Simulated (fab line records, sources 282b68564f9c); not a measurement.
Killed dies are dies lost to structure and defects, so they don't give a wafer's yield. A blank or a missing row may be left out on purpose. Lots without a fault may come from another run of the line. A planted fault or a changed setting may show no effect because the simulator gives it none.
One fault seen from 2 desks | flow rit_cmos | each desk has only its own numbers; what lay behind them comes last

THE TOOL OWNER'S DESK: plasma_asher-03
The tool's own readings at RIT_PWELL_STRIP_09 (strips in O2, time 180 s): means of the sampled wafers that have a number, for each lot that ran on this tool. A lot is out of limits, marked OUT, if its mean lies more than 4 standard deviations from the usual mean; the brackets give that distance.
Columns: A = drypump_motor_current_A at RIT_PWELL_STRIP_09, usual 5.7 A; B = o2_flow_sccm at RIT_PWELL_STRIP_09, usual 4000 sccm
lot  | first seen here | A   | B
L270 | day 3 11:17     | 5.3 | 3997
L283 | day 6 02:22     | 5.3 | 3980
L284 | day 6 07:29     | 5.3 | 4662 (+55) OUT
L285 | day 6 13:24     | 5.4 | 5335 (+99 or more) OUT
This desk's finding: out of limits on L284, L285; first on L284, day 6 07:29 (o2_flow_sccm at RIT_PWELL_STRIP_09). In limits: L270, L283.

THE METROLOGY DESK
What the gauges read, lot by lot, whatever tool the lot ran on: means of the sampled wafers that have a number. A lot is out of limits, marked OUT, if its mean lies more than 4 standard deviations from the usual mean; the brackets give that distance.
Columns: A = FOX1_OXIDE_THK at RIT_FOX1_THK_MEAS_01, usual 345 nm
lot  | first seen here | A
L263 | day 1 18:40     | 360
L264 | day 1 23:05     | 353
L266 | day 2 07:54     | 350
L267 | day 2 14:11     | 341
L268 | day 2 18:51     | 354
L269 | day 3 00:07     | 338
L270 | day 3 05:51     | 343
L272 | day 3 13:49     | 348
L273 | day 3 19:05     | 346
L275 | day 4 04:57     | 333
L283 | day 5 21:02     | 348
L284 | day 6 01:58     | 348
L285 | day 6 07:46     | 342
L286 | day 6 14:25     | 344
This desk's finding: nothing out of limits on any of the 14 lots.

PUT TOGETHER
The tool owner's desk could have raised an alarm at day 6 07:29, on L284, L285.
The metrology desk saw nothing out of limits.
The metrology desk has L284, L285 on record, within its limits.
Of the lots named, all ran RIT_PWELL_STRIP_09 on plasma_asher-03.

WHAT THE SIMULATOR HAD PUT IN
Process parameter drift: plasma_asher-03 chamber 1, from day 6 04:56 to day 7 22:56, at RIT_PWELL_STRIP_09. Setting o2_flow_sccm, moved by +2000, from 4000. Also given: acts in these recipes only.
Lots struck among those shown: L284, L285.
Hours from the fault's start to each desk's first reading out of limits: the tool owner's desk, 3.
